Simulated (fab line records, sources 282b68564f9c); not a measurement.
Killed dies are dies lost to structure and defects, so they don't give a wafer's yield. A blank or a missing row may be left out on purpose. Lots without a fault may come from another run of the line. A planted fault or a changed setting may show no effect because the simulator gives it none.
Which tool did it? | flow rit_cmos | 13 lots, 39 wafers sampled, at 3 steps of a route of 202

WHAT THE GAUGES READ, wafer by wafer
RIT_SILICIDE_RS_MEAS_02: measures by four-point-probe. Usual: SILICIDE_TI_RS 47.8 ohm/sq, standard deviation 0.72.
lot  | measured    | on            | SILICIDE_TI_RS (ohm/sq)       | flag
L120 | day 3 05:44 | film_metro-01 | 48.2 47.4 47.8                |
L121 | day 3 12:34 | film_metro-03 | 46.4 48.2 46.5                |
L122 | day 3 19:10 | film_metro-01 | 48.1 47.9 47.8                |
L123 | day 3 22:07 | film_metro-03 | 48.4 47.6 47.3                |
L124 | day 4 02:58 | film_metro-01 | 47.5 47.1 48.0                |
L126 | day 4 11:46 | film_metro-02 | 28.4 47.6 48.0 28.5 48.0 48.5 | OFF
L133 | day 6 01:58 | film_metro-01 | 48.6 48.4 48.5                |
L137 | day 6 19:22 | film_metro-01 | 47.4 48.5 46.9                |
L139 | day 7 04:50 | film_metro-02 | 46.7 46.4 46.6                |
L140 | day 7 11:22 | film_metro-03 | 47.6 48.0 47.5                |
L141 | day 7 13:27 | film_metro-02 | 49.4 48.6 48.7                |
L142 | day 7 18:17 | film_metro-01 | 46.9 48.6 48.5                |
L143 | day 8 00:40 | film_metro-03 | 48.1 48.0 48.1                |

RIT_SILICIDE_THK_MEAS_03: measures by xrf. Usual: SILICIDE_TI_THK 30.1 nm, standard deviation 0.39.
lot  | measured    | on            | SILICIDE_TI_THK (nm)          | flag
L120 | day 3 05:51 | film_metro-01 | 29.8 30.3 30.0                |
L121 | day 3 12:41 | film_metro-03 | 30.8 29.8 30.7                |
L122 | day 3 19:17 | film_metro-01 | 29.8 30.0 30.0                |
L123 | day 3 22:14 | film_metro-03 | 29.7 30.3 30.2                |
L124 | day 4 03:04 | film_metro-01 | 30.1 30.3 29.8                |
L126 | day 4 18:49 | film_metro-02 | 45.5 30.0 29.9 45.5 30.0 29.9 | OFF
L133 | day 6 02:05 | film_metro-01 | 29.5 29.8 29.7                |
L137 | day 6 19:28 | film_metro-01 | 30.3 29.7 30.7                |
L139 | day 7 04:56 | film_metro-02 | 30.6 30.7 30.6                |
L140 | day 7 11:29 | film_metro-03 | 30.3 30.1 30.4                |
L141 | day 7 13:34 | film_metro-02 | 29.1 29.5 29.6                |
L142 | day 7 18:23 | film_metro-01 | 30.5 29.6 29.7                |
L143 | day 8 00:47 | film_metro-03 | 30.0 29.9 30.1                |

WHICH TOOL RAN EACH LOT (tool, then ch and the chambers of the sampled wafers, then the start)
lot  | RIT_SILICIDE_SPUTTER_01
L120 | pvd_sputter-03, day 3 05:35
L121 | pvd_sputter-04, day 3 12:24
L122 | pvd_sputter-03, day 3 19:01
L123 | pvd_sputter-04, day 3 21:58
L124 | pvd_sputter-03, day 4 02:46
L126 | pvd_sputter-03, day 4 11:37
L133 | pvd_sputter-04, day 6 01:49
L137 | pvd_sputter-04, day 6 19:11
L139 | pvd_sputter-04, day 7 04:39
L140 | pvd_sputter-01, day 7 11:13
L141 | pvd_sputter-03, day 7 13:18
L142 | pvd_sputter-01, day 7 18:07
L143 | pvd_sputter-03, day 8 00:31
- RIT_SILICIDE_SPUTTER_01: material Ti, target thk 30 nm, time 240 s.

WHAT THE TOOLS THEMSELVES READ (means of the sampled wafers that have a number; where no wafer has one, the mark that the record gives instead)
RIT_SILICIDE_SPUTTER_01. Usual: cathode_dc_power_W 349.99 W, standard deviation 0.062; throttle_valve_pct 29.8 %, standard deviation 1.
lot  | tool           | cathode_dc_power_W (W) | throttle_valve_pct (%) | flag
L120 | pvd_sputter-03 | 350.02                 | 30.1                   |
L121 | pvd_sputter-04 | 349.95                 | 29.0                   |
L122 | pvd_sputter-03 | 349.94                 | 29.7                   |
L123 | pvd_sputter-04 | 349.99                 | 29.3                   |
L124 | pvd_sputter-03 | 349.93                 | 29.4                   |
L126 | pvd_sputter-03 | 349.97                 | 29.2                   |
L133 | pvd_sputter-04 | 350.01                 | 29.9                   |
L137 | pvd_sputter-04 | 349.92                 | 29.3                   |
L139 | pvd_sputter-04 | 350.05                 | 29.5                   |
L140 | pvd_sputter-01 | 350.02                 | 31.2                   |
L141 | pvd_sputter-03 | 349.92                 | 29.9                   |
L142 | pvd_sputter-01 | 349.97                 | 31.2                   |
L143 | pvd_sputter-03 | 350.00                 | 30.1                   |

THE ANSWER, worked out from the rows above alone
Rule: a lot is off if the mean of its wafers that have a number lies more than 3 standard deviations from the usual mean. A lot without any number at a reading at which 4 lots or more have one is off too. The other lots that the step has rows for count as sound. The gauges are gone through in route order, then the tools' own readings, and for those a lot's mean is taken as printed above. The first step at which some lot is off is used, and at that step the reading that is off furthest; a lot without a number counts as furthest.
Off: L126, at RIT_SILICIDE_RS_MEAS_02 (SILICIDE_TI_RS).
A tool fits if, at a process step before that reading, it ran every lot that is off, and no sound lot after the first of them. The gauges at RIT_SILICIDE_RS_MEAS_02 are tried like those tools. None of those tried fits.

WHAT THE SIMULATOR HAD PUT IN
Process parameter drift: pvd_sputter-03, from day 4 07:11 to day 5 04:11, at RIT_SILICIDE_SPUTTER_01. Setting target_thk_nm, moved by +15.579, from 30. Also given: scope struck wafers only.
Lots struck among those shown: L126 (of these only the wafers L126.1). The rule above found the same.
